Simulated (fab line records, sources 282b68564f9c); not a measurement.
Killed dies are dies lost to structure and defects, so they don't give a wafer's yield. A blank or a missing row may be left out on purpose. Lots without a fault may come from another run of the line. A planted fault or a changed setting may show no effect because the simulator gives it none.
fab line records | flow rit_cmos
record lots=6 wafers=18 last_day=7
route steps=202 shown CONTACT@168 M1@202
lots that met no fault: from a run of the same line without faults
start_h: hours from the record's first day to the start of the lot's first wafer shown | wait_h: hours since the lot's step before | " the same as in the row above | L1.1+2: a row that stands for several wafers | - no value, or no start given | * or withheld: withheld | < > ~ a bound
route shown NAME@n: a module of which the file shows steps, and the number in the route of the first | usual: mean/standard deviation of fault-free wafers | same: alike in all rows | chamber/n: place in a boat | sites: the reading at each site | _std_site: their standard deviation | _edge_site: outer sites' mean less inner sites' | radius_mm: how far each site lies from the wafer's centre | mask NAME#n: copy n | behind: the tool/chamber that last shaped the wafer | hold: why the lot was held/for how many hours/how that ended | device: the transistor (n, p or np) that didn't switch | end of line: the same wafers' tests at the end of the route | a step without rows: its recipe alone | killed: dies lost to structure and defects at the first sort, not the wafer's yield | map: a wafer's dies, x killed, . not, _ none there
set.NAME: the setting as run; set.NAME@STEP: as run at that earlier step | model.NAME: the simulator's own value behind a step, which no gauge read
lots at some steps of the route; a table a step, a row a wafer
services: from which hour (start_h, from the record's first day; less than 0 if before it) a tool's chamber was out of use, for how many hours, and why
## steps
# step RIT_CONTACT_CVD_00
# recipe material=SiO2 target_thk_nm=400 precursor=TEOS temp_c=390 time_s=61 rf_w=400
# usual heater_power_w=331/44
# columns lot.wafer tool chamber start_h wait_h heater_power_w
L372.1 pecvd-03 1 51.35 0.1 343
L372.5 " 1 " " 374
L372.6 " 2 " " 304
L373.1 pecvd-02 1 57.56 0.1 312
L373.4 " 1 " " 316
L373.5 " 0 " " 309
L375.1 pecvd-03 1 66.11 0.1 386
L375.4 " 2 " " 314
L375.6 " 0 " " 299
L379.2 pecvd-02 1 85.06 0.0 328
L379.3 " 2 " " 373
L379.5 " 1 " " 338
L382.4 pecvd-02 2 101.97 0.0 397
L382.5 " 0 " " 306
L382.6 " 1 " " 317
L393.2 pecvd-03 1 166.24 0.0 372
L393.3 " 0 " " 354
L393.6 " 0 " " 353
# step RIT_CONTACT_THK_MEAS_01
# recipe reads=SiO2_of_CONTACT_CVD_00
# usual CONTACT_TEOS_THK=399/4.9
# columns lot.wafer tool chamber start_h wait_h CONTACT_TEOS_THK[nm]
L372.1 film_metro-04 - 51.40 0.0 397
L372.5 " - " " 403
L372.6 " - " " 403
L373.1 film_metro-03 - 57.61 0.0 394
L373.4 " - " " 405
L373.5 " - " " 404
L375.1 film_metro-04 - 66.16 0.0 401
L375.4 " - " " 406
L375.6 " - " " 408
L379.2 film_metro-03 - 85.13 0.0 394
L379.3 " - " " 399
L379.5 " - " " 406
L382.4 film_metro-04 - 102.03 0.0 408
L382.5 " - " " 407
L382.6 " - " " 401
L393.2 film_metro-04 - 166.31 0.0 389
L393.3 " - " " 396
L393.6 " - " " 395
# step RIT_CONTACT_HMDS_02
# recipe prime_time_s=60 prime_temp_c=140
# step RIT_CONTACT_COAT_03
# recipe resist=NOVOLAK spin_rpm=3250 resist_thk_nm=1000
# step RIT_CONTACT_SOFTBAKE_04
# recipe resist=NOVOLAK temp_c=90 time_s=60
# step RIT_CONTACT_EXPOSE_05
# recipe mask_id=M11 na=0.6 source_shape=conventional sigma_outer=0.5 target_cd_nm=1000 dose_mj=250
# step RIT_CONTACT_PEB_06
# recipe resist=NOVOLAK temp_c=withheld time_s=withheld
# step RIT_CONTACT_DEVELOP_07
# recipe resist=NOVOLAK develop_time_s=120 dev_temp_c=23
# step RIT_CONTACT_CD_MEAS_08
# recipe target_cd_nm=1000
# usual cd_nm=999.9/1.7
# columns lot.wafer tool chamber start_h wait_h cd_nm
L372.1 cd_sem-02 - 52.42 - 1001.5
L372.5 " - " " 1002.1
L372.6 " - " " 1000.8
L373.1 cd_sem-01 - 58.63 - 1000.1
L373.4 " - " " 1000.9
L373.5 " - " " 1000.2
L375.1 cd_sem-01 - 67.31 - 1002.8
L375.4 " - " " 1004.2
L375.6 " - " " 1000.1
L379.2 cd_sem-01 - 86.29 - 998.2
L379.3 " - " " 999.8
L379.5 " - " " 997.7
L382.4 cd_sem-02 - 103.13 - 999.1
L382.5 " - " " 998.3
L382.6 " - " " 998.9
L393.2 cd_sem-02 - 167.47 - 999.8
L393.3 " - " " 1000.4
L393.6 " - " " 999.5
# step RIT_CONTACT_OVL_MEAS_09
# usual CONTACT_OVL=0.1/1.4
# columns lot.wafer tool chamber start_h wait_h CONTACT_OVL[nm]
L372.1 overlay-01 - 52.54 0.1 -0.1
L372.5 " - " " -1.2
L372.6 " - " " 1.6
L373.1 overlay-01 - 58.75 0.1 1.6
L373.4 " - " " 2.0
L373.5 " - " " 2.4
L375.1 overlay-02 - 67.43 0.1 0.5
L375.4 " - " " 1.6
L375.6 " - " " 2.1
L379.2 overlay-01 - 86.39 0.1 0.2
L379.3 " - " " 0.6
L379.5 " - " " -1.0
L382.4 overlay-02 - 103.20 0.1 0.1
L382.5 " - " " 0.7
L382.6 " - " " -0.7
L393.2 overlay-01 - 167.57 0.1 2.8
L393.3 " - " " 2.7
L393.6 " - " " 2.0
# step RIT_CONTACT_HARDBAKE_10
# recipe resist=NOVOLAK temp_c=140 time_s=60
# step RIT_CONTACT_ETCH_11
# recipe target_depth_a=4800 over_etch_frac=0.2 stop_on=TiSi2 chemistry=CHF3/CF4/Ar target=SiO2 CHF3_flow_sccm=50 cf4_flow_sccm=10 Ar_flow_sccm=100 O2_flow_sccm=5 pressure_mtorr=100 rf_w=200 time_s=320
# usual drypump_motor_current_A=5.5/0.35 oes_product_au=0.990/0.013 throttle_valve_pct=8.85/0.086
# columns lot.wafer tool chamber start_h wait_h drypump_motor_current_A oes_product_au rf_hours_counter_h throttle_valve_pct
L372.1 rie_diel-04 1 52.83 0.1 5.7 1.006 49 8.81
L372.5 " 1 " " 5.7 0.997 - 8.81
L372.6 " 2 " " 5.2 0.989 - 8.90
L373.1 rie_diel-03 2 58.94 0.1 6.0 0.989 109 8.67
L373.4 " 1 " " 5.7 0.986 164 8.85
L373.5 " 1 " " 5.7 0.985 - 8.86
L375.1 rie_diel-04 1 67.62 0.1 5.7 0.999 50 8.81
L375.4 " 3 " " 5.9 0.986 - 8.92
L375.6 " 2 " " 5.2 0.990 - 8.91
L379.2 rie_diel-01 1 86.57 0.1 5.2 0.986 24 8.81
L379.3 " 3 " " 5.5 1.005 12 8.90
L379.5 " 0 " " 5.4 1.011 - 8.77
L382.4 rie_diel-04 3 103.47 0.1 5.9 0.984 141 8.90
L382.5 " 1 " " 5.7 1.006 - 8.81
L382.6 " 2 " " 5.2 0.987 - 8.90
L393.2 rie_diel-01 0 167.75 0.1 5.4 0.996 128 8.75
L393.3 " 1 " " 5.2 0.992 26 8.79
L393.6 " 2 " " 5.6 0.993 - 8.95
# step RIT_CONTACT_STRIP_12
# recipe chemistry=O2 time_s=180 resist=NOVOLAK platen_temp_c=withheld power_w=500 pressure_mtorr=4000 o2_flow_sccm=4000
# usual drypump_motor_current_A=6.0/0.33 run_length_s=208.2/0.43
# columns lot.wafer tool chamber start_h wait_h drypump_motor_current_A rf_hours_counter_h run_length_s
L372.1 plasma_asher-04 1 53.03 0.1 5.7 43 208.4
L372.5 " 0 " " 5.9 - 208.3
L372.6 " 1 " " 5.7 - 207.6
L373.1 plasma_asher-02 0 59.13 0.1 6.2 41 208.3
L373.4 " 1 " " 5.5 - 207.5
L373.5 " 0 " " 6.2 - 208.5
L375.1 plasma_asher-02 1 67.81 0.1 5.5 42 207.4
L375.4 " 0 " " 6.2 - 214.3
L375.6 " 0 " " 6.2 - 213.9
L379.2 plasma_asher-01 1 86.77 0.1 6.0 28 208.3
L379.3 " 0 " " 6.5 - 208.3
L379.5 " 0 " " 6.5 - 208.2
L382.4 plasma_asher-02 0 103.72 0.2 6.2 - 214.1
L382.5 " 1 " " 5.5 - 207.4
L382.6 " 0 " " 6.2 - 214.2
L393.2 plasma_asher-04 1 167.95 0.1 5.7 55 207.6
L393.3 " 0 " " 5.9 - 208.1
L393.6 " 0 " " 5.9 - 208.2
# step RIT_CONTACT_CD_MEAS_90
# recipe target_cd_nm=1000
# usual cd_nm=999.8/1.7
# columns lot.wafer tool chamber start_h wait_h cd_nm
L372.1 cd_sem-02 - 53.20 0.1 1001.2
L372.5 " - " " 1002.3
L372.6 " - " " 1001.1
L373.1 cd_sem-02 - 59.31 0.1 999.8
L373.4 " - " " 1001.2
L373.5 " - " " 999.8
L375.1 cd_sem-02 - 67.99 0.1 1003.0
L375.4 " - " " 1004.2
L375.6 " - " " 999.8
L379.2 cd_sem-01 - 86.96 0.1 998.4
L379.3 " - " " 999.8
L379.5 " - " " 997.1
L382.4 cd_sem-02 - 103.90 0.1 999.1
L382.5 " - " " 998.2
L382.6 " - " " 998.8
L393.2 cd_sem-01 - 168.14 0.1 999.2
L393.3 " - " " 1000.4
L393.6 " - " " 999.7
# step RIT_M1_PROBE_99
# usual killed_at_M0_to_M3=0.0/0.14 killed_at_front_end=6.6/2.7 killed_dies=6.7/2.7 killed_open=3.3/1.9 killed_short=3.4/1.9
# same gross_dies=264 killed_at_M4_up=0 killed_at_back_side=0 killed_at_contacts=0 killed_at_other=0
# columns lot.wafer tool chamber start_h wait_h killed_at_M0_to_M3 killed_at_front_end killed_dies killed_open killed_short
L372.1 prober-01 - 58.46 0.1 0 5 5 2 3
L372.5 prober-01 - 58.66 0.2 0 5 5 1 4
L372.6 prober-01 - 58.71 0.2 0 15 15 6 9
L375.1 prober-02 - 73.67 0.1 0 3 3 0 3
L375.4 prober-02 - 73.82 0.2 0 5 5 3 2
L375.6 prober-02 - 73.92 0.2 0 10 10 7 3
L382.4 prober-01 - 110.99 0.2 0 7 7 3 4
L382.5 prober-01 - 111.04 0.2 0 11 11 6 5
L382.6 prober-01 - 111.09 0.2 0 8 8 3 5
# killed by level:class
L372.1 GATE:geometric_particle:short=1 GATE:geometric_particle:open=1 SPACER:geometric_particle:short=1 SPACER:geometric_particle:open=1 SILICIDE:geometric_particle:short=1
L372.5 ACTIVE:geometric_particle:short=1 FOX1:geometric_particle:open=1 GATE:geometric_particle:short=1 REOX:geometric_particle:short=1 SPACER:geometric_particle:short=1
L372.6 GATE:geometric_particle:open=4 GATE:geometric_particle:short=4 SPACER:geometric_particle:short=4 SPACER:geometric_particle:open=1 SILICIDE:geometric_particle:short=1 SILICIDE:geometric_particle:open=1
L375.1 REOX:geometric_particle:short=2 SILICIDE:geometric_particle:short=1
L375.4 GATE:geometric_particle:open=2 GATE:geometric_particle:short=1 SPACER:geometric_particle:short=1 SILICIDE:geometric_particle:open=1
L375.6 SILICIDE:geometric_particle:open=3 GATE:geometric_particle:open=2 FOX1:geometric_particle:open=1 FOX1:geometric_particle:short=1 FOX2:geometric_particle:open=1 FOX2:geometric_particle:short=1 SPACER:geometric_particle:short=1
L382.4 GATE:geometric_particle:open=2 GATE:geometric_particle:short=2 FOX1:geometric_particle:short=1 FOX2:geometric_particle:short=1 SILICIDE:geometric_particle:open=1
L382.5 GATE:geometric_particle:short=4 GATE:geometric_particle:open=2 FOX2:geometric_particle:open=1 REOX:geometric_particle:open=1 SPACER:geometric_particle:open=1 SILICIDE:geometric_particle:open=1 SILICIDE:geometric_particle:short=1
L382.6 GATE:geometric_particle:short=2 SPACER:geometric_particle:open=2 FOX1:geometric_particle:short=1 FOX2:geometric_particle:short=1 REOX:geometric_particle:open=1 SPACER:geometric_particle:short=1
## services
# columns tool chamber start_h hours kind
rie_diel-03 3 35.25 9.1 repair
plasma_asher-02 - 43.78 0.9 repair
pecvd-02 2 46.33 5.2 repair
rie_diel-03 - 48.09 2.5 repair
pecvd-02 - 50.36 0.5 repair
rie_diel-04 0 58.18 22.7 repair
pecvd-03 - 61.37 2.8 pm
rie_diel-03 1 75.40 - clean
rie_diel-03 1 75.40 16.6 scheduled_down
rie_diel-03 1 75.40 16.6 vent_cycle
rie_diel-01 2 80.22 - clean
rie_diel-01 2 80.22 23.5 scheduled_down
rie_diel-01 2 80.22 23.5 vent_cycle
rie_diel-03 3 109.55 - clean
rie_diel-03 3 109.55 20.2 scheduled_down
rie_diel-03 3 109.55 20.2 vent_cycle
rie_diel-03 - 111.51 1.0 repair
rie_diel-04 3 127.92 6.3 repair
rie_diel-01 2 132.48 1.5 repair
rie_diel-04 0 133.90 50.4 repair
rie_diel-01 3 136.69 4.3 repair
## key
first_sign step=RIT_CONTACT_STRIP_12 reading=run_length_s direction=up sigmas=14 usual=* struck=*
effect none on later readings
met_at RIT_CONTACT_STRIP_12
struck_wafers L375.4,L375.6,L382.4,L382.6
tester_left_out L375,L382
onset_between 59.13 67.81
fault kind=process_parameter_drift tool=plasma_asher-02 chamber=0 onset_h=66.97 steps=RIT_CONTACT_STRIP_12 channel=time_s offset=* shape=step end_h=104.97 acts_in=* stated=*
# tester_left_out: of these lots the tester's yield and bins aren't shown, on N5 and GAA mostly nor the transistor test; their killed dies are dies lost to structure and defects alone, not to doping, threshold or leakage, so they don't give the yield
